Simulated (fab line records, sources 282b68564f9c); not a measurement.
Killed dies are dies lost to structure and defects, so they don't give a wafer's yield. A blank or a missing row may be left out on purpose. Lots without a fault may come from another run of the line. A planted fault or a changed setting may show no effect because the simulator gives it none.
A struck lot beside a sound one | flow rit_cmos | 15 steps out of a route of 202
Sound: wafers L931.1, L931.2, L931.5. Struck: wafers L943.2, L943.4, L943.5. The cause comes at the end.
At each step with rows: each side's tool, then ch and its chambers, then its first start. Under that, the readings that differ: sound wafers | struck wafers | difference of the means | sigmas: that difference in standard deviations of wafers without a fault.
alike: readings whose means differ by less than 2 such deviations, and words and numbers that are the same on both sides. not compared: withheld readings, readings that some wafer has no value for, bounds like >300 that may hide the same value, and numbers for which the record gives no deviation and whose values overlap.
The two part at a step that has a row with sigmas, a row that says differs or no value, or rows on one side only. Numbers that don't overlap but have no deviation are shown without sigmas and don't part them. A reading that every wafer of one side lacks parts them only if that side has two wafers or more.

RIT_SPACER_ETCHBACK_05: etches Si3N4 in SF6/CHF3, stops on SiO2, target depth 250 nm, time 240 s.
  sound on rie_diel-04 ch 0,1,2, day 4 09:52; struck on rie_diel-01 ch 1,2,3, day 6 21:25
  alike: CHF3_flow_sccm, drypump_motor_current_A, oes_product_au, throttle_valve_pct
  not compared: rf_hours_counter_h
then, 6 steps without rows for these wafers: RIT_NSD_HMDS_00 (prime time 60 s); RIT_NSD_COAT_01 (resist thk 1000 nm); RIT_NSD_SOFTBAKE_02 (time 60 s); RIT_NSD_EXPOSE_03 (exposes mask M9, target cd 40700 nm); RIT_NSD_PEB_04; RIT_NSD_DEVELOP_05 (develop time 50 s).
RIT_NSD_OVL_MEAS_06:
  sound on overlay-02, day 4 10:59; struck on overlay-02, day 6 22:33
  alike: NSD_OVL
then, 2 steps without rows for these wafers: RIT_NSD_HARDBAKE_07 (time 60 s); RIT_NSD_IMPLANT_08.
RIT_NSD_STRIP_09: strips in O2, time 180 s.
  sound on plasma_asher-03 ch 0,1, day 4 11:32; struck on plasma_asher-04 ch 0, day 6 22:53
  alike: drypump_motor_current_A
  not compared: rf_hours_counter_h
RIT_NSD_TW_MEAS_10:
  sound on film_metro-01, day 4 11:43; struck on film_metro-02, day 6 23:04
  alike: NSD_TW
RIT_PSD_HMDS_00: prime time 60 s.
  sound on litho_track-03 ch 0, day 4 11:46; struck on litho_track-04 ch 0, day 6 23:08
  reading          | sound                | struck               | difference | sigmas
  prime_temp_c (C) | 139.78 139.74 139.98 | 138.99 138.98 138.90 | -0.88      | -6
then, 1 step without rows for these wafers: RIT_PSD_COAT_01 (resist thk 1000 nm).
RIT_M1_PROBE_99:
  sound on prober-02, day 4 21:53; struck on prober-02, day 7 08:37
  reading            | sound | struck | difference | sigmas
  killed_at_M0_to_M3 | 1 1 1 | 0 0 0  | -1         | -5
  alike: killed_at_contacts, killed_at_front_end, killed_dies, killed_open, killed_short

WHERE THEY PART
First at RIT_PSD_HMDS_00; last, within this record, at RIT_M1_PROBE_99.

WHY: what the simulator had put in
Process parameter drift: litho_track-04, from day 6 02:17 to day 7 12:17, at RIT_PSD_HMDS_00. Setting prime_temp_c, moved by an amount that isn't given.
